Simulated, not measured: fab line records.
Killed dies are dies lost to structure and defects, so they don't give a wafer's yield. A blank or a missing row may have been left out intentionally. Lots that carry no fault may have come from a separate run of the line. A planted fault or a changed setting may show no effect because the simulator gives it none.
Which tool was responsible? + flow berkeley cmos170 + 21 wafers sampled from 7 lots at 1 step of a route of 331

## WHAT THE GAUGES READ, wafer by wafer
UCB170_FIELD_THK_MEAS_91.
| lot  | measured     | on            | FIELD_OXIDE_LEFT_2_THK (nm) |
|------|--------------|---------------|-----------------------------|
| L508 | day 7 13:56  | film metro-04 | 367 364 348                 |
| L511 | day 7 14:17  | film metro-03 | 368 368 371                 |
| L514 | day 8 05:16  | film metro-04 | 344 341 348                 |
| L521 | day 10 04:27 | film metro-04 | 354 355 355                 |
| L522 | day 10 04:57 | film metro-02 | 358 354 363                 |
| L525 | day 10 22:50 | film metro-03 | 352 351 348                 |
| L527 | day 11 05:34 | film metro-04 | 353 363 366                 |

## EACH LOT AND THE TOOL THAT RAN IT (in order: tool; ch and the chambers of the sampled wafers; start)
The record holds no process step before these readings.

## THE ANSWER, worked out from the rows above alone
Rule: what is usual is taken from the lots themselves. The widest of any qualifying gaps counts: lots, ordered by their means at a reading, are off when they make up no more than a third of the lots, leave a main group of 4 or more, and stand apart from it by 3 or more times the standard deviation of that group's means. A main group whose means are all the same, to the digits that the tables above print for the reading, isn't used. Also off: a lot with no number at a reading for which 4 or more lots have one. Where the step has rows for the other lots, those lots are counted as sound.
None of the lots is off at any reading shown; this tells nothing.

## WHAT THE SIMULATOR PUT IN
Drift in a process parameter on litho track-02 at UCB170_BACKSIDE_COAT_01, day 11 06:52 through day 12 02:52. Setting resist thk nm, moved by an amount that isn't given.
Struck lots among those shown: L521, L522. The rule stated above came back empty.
